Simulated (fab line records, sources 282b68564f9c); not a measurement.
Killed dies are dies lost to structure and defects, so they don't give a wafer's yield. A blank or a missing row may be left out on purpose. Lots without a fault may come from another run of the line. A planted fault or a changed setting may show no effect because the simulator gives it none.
Problem report in the 8D (eight disciplines) form, filled by code | flow rit_cmos | the parts of the form that need people (team, actions taken, sign-off) are left out

1. THE PROBLEM
NSD_TW at RIT_NSD_TW_MEAS_10 reads a mean of 2732 on 6 wafers of 2 lots; wafers without a fault read 3129 with a standard deviation of 32. That is -12 standard deviations from the usual mean.
First seen on wafer L682.2, day 4 21:34, on film_metro-01. The record holds 42 wafers of 14 lots with a number at this step. Rule for "out", or "out of limits": more than 4 standard deviations from the usual mean. The other wafers with a number count as sound.

2. WHAT IT IS AND WHAT IT IS NOT
question                    | is                           | is not
which readings at this step | NSD_TW                       | -
which lots                  | L682, L683                   | L673, L674, L675, L676, L678, L684, L685, L686, L687, L689, L690, L691
which wafers of those lots  | all that have a number       | -
read on which gauges        | film_metro-01, film_metro-04 | film_metro-02
when                        | from day 4 21:34             | up to then (15 sound wafers); but 21 sound wafers of L684, L685, L686, L687, L689, L690, L691 came after

3. SUSPECTS, AND WHAT RULES EACH OUT
Counting: a tool at a process step up to the reading stays a suspect if it ran every lot that is out and no sound lot after the first of them.
- the gauge at RIT_NSD_TW_MEAS_10: ruled out. The wafers that are out were read on 2 gauges (film_metro-01, film_metro-04).
- implanter-04 at RIT_NSD_IMPLANT_08: kept. It ran every lot that is out, first L682 (day 4 21:15), and no sound lot after that; its last sound lot up to then is L678 (day 4 02:25). Its own readings are out on those wafers: dose_ions_cm2, faraday_current_uA.
Left after counting: implanter-04 at RIT_NSD_IMPLANT_08.

4. THE CAUSE (what the simulator had put in)
Process parameter drift: implanter-04, from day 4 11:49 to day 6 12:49, at RIT_NSD_IMPLANT_08. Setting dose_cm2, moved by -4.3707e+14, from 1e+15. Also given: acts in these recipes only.
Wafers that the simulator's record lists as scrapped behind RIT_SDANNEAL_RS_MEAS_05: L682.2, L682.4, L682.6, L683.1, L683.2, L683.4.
Counting left only this tool.

5. THE CHAIN OF EFFECTS, in route order
Each row: a reading whose mean over the struck wafers that have a number lies more than 3 standard deviations from the usual. Only readings for which the record gives a usual standard deviation are gone through. hours: the time from each lot's start at the first step in this table that gives one to its start at this step, as a median over the lots. sigmas: the change in usual standard deviations.
hours | step                    | reading                   | usual        | on struck wafers | change     | sigmas
0     | RIT_NSD_IMPLANT_08      | dose_ions_cm2             | 9.999e+14    | 5.627e+14        | -4.372e+14 | -99 or more
0     | RIT_NSD_IMPLANT_08      | end_station_pressure_torr | 7.5e-06 Torr | 6.2e-06          | -1.3e-06   | -3.5
0     | RIT_NSD_IMPLANT_08      | faraday_current_uA        | 3136         | 1768             | -1368      | -22
0     | RIT_NSD_TW_MEAS_10      | NSD_TW                    | 3129         | 2732             | -397       | -12
8     | RIT_SDANNEAL_RS_MEAS_05 | NSD_RS                    | 84.7 ohm/sq  | 134.6            | +49.9      | +99 or more
The process steps in it:
- RIT_NSD_IMPLANT_08

6. WHAT WOULD HAVE CAUGHT IT SOONER
In this record the first reading out of limits at a measuring or inspecting step was taken at day 4 21:34, 10 hours after the fault began at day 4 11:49.
The tool's own readings at RIT_NSD_IMPLANT_08 were out on every struck wafer that the step has a row for (dose_ions_cm2, faraday_current_uA): an alarm limit on them would have fired on the first of those.
Of the lots that are out (2), L683 began RIT_NSD_IMPLANT_08 on implanter-04 after day 4 21:34. A hold on the tool at that time would have spared it.
